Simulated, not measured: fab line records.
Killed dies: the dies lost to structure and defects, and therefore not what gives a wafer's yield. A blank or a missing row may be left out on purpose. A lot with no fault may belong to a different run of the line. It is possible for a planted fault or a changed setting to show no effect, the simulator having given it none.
Comparing a struck lot with a sound one -- flow berkeley cmos170 -- 15 out of 331 route steps
Sound: the wafers L638.1, L638.2, L638.4. The struck wafers were L637.1, L637.4, L637.6. At the end, the cause is stated.
Order at every step that has rows: each side's tool, ch and its chambers, its first start. Under that, the readings that differ: sound wafers -- struck wafers -- difference of the means -- sigmas: that difference in standard deviations of wafers without a fault.
alike: readings with means less than 2 such deviations apart, plus words and numbers identical on both sides. not compared: withheld readings, readings lacking a value on some wafer, bounds such as >300 that could conceal the same value, and numbers that have no deviation in the record and whose values overlap.
Wherever a step has rows on one side only, a row that says differs or no value, or a row with sigmas, the two part there. Numbers that don't overlap but have no deviation are shown without sigmas and don't part them. A reading that every wafer of one side lacks parts them only if that side has two wafers or more.

first, 6 steps without rows for these wafers: UCB170_ZERO_HMDS_00 (prime time 60 s); UCB170_ZERO_COAT_01 (resist thk 900 nm); UCB170_ZERO_SOFTBAKE_02 (time 60 s); UCB170_ZERO_EXPOSE_03 (exposes mask PM MARKS, target cd 4000 nm); UCB170_ZERO_PEB_04; UCB170_ZERO_DEVELOP_05 (develop time 45 s).
UCB170_ZERO_ETCH_06: etches SiO2 in CHF3/CF4/Ar, time 12 s.
  sound on rie diel-03 ch 1,2, day 4 19:02; struck on rie diel-03 ch 0,1, day 4 05:29
  alike: drypump motor current A, oes product au, throttle valve pct
  not compared: rf hours counter h
UCB170_ZERO_STRIP_07: strips in O2.
  sound on plasma asher-04 ch 0,1, day 4 19:04; struck on plasma asher-01 ch 0,1, day 4 05:30
  alike: drypump motor current A, oes product au, strip time to endpoint s
  not compared: rf hours counter h
then, 2 steps without rows for these wafers: UCB170_NWELL_WET_ETCH_00 (etches SiO2 in dHF, time 200 s); UCB170_NWELL_OXIDATION_01 (target thk 26.4 nm, ox time 1260 s).
UCB170_NWELL_THK_MEAS_02:
  sound: film metro-04 at day 5 00:58; struck: film metro-04 at day 4 14:50
  alike: NWELL_OXIDE_THK
then, 1 step without rows for these wafers: UCB170_NWELL_ANNEAL_03 (time 900 s).
UCB170_NWELL_CVD_04: deposits Si3N4 from SiH2Cl2/NH3, target thk 224 nm, time 3360 s.
  sound on lpcvd-01 ch 1, day 5 08:36; struck on lpcvd-02 ch 1, day 4 20:52
reading,sound,struck,difference,sigmas
model.Si3N4_of_NWELL_CVD_04.thk nm (nm),224.1 226.4 221.7,414.8 415.7 413.3,+190.5,
  alike: nh3 flow sccm, sih2cl2 flow sccm, susceptor temp C
UCB170_NWELL_THK_MEAS_05:
  sound: film metro-03 at day 5 10:32; struck: film metro-04 at day 4 23:02
reading,sound,struck,difference,sigmas
NWELL_NITRIDE_THK (nm),224.0 226.2 221.6,414.8 415.2 413.2,+190.5,+95
  not compared: hold
UCB170_M3_PROBE_99:
  the record has rows for the sound wafers here (prober-02, day 11 22:27) and none for the struck ones

WHERE THEY PART
First at UCB170_NWELL_THK_MEAS_05; last, within this record, at UCB170_M3_PROBE_99.

WHY: the cause the simulator had injected
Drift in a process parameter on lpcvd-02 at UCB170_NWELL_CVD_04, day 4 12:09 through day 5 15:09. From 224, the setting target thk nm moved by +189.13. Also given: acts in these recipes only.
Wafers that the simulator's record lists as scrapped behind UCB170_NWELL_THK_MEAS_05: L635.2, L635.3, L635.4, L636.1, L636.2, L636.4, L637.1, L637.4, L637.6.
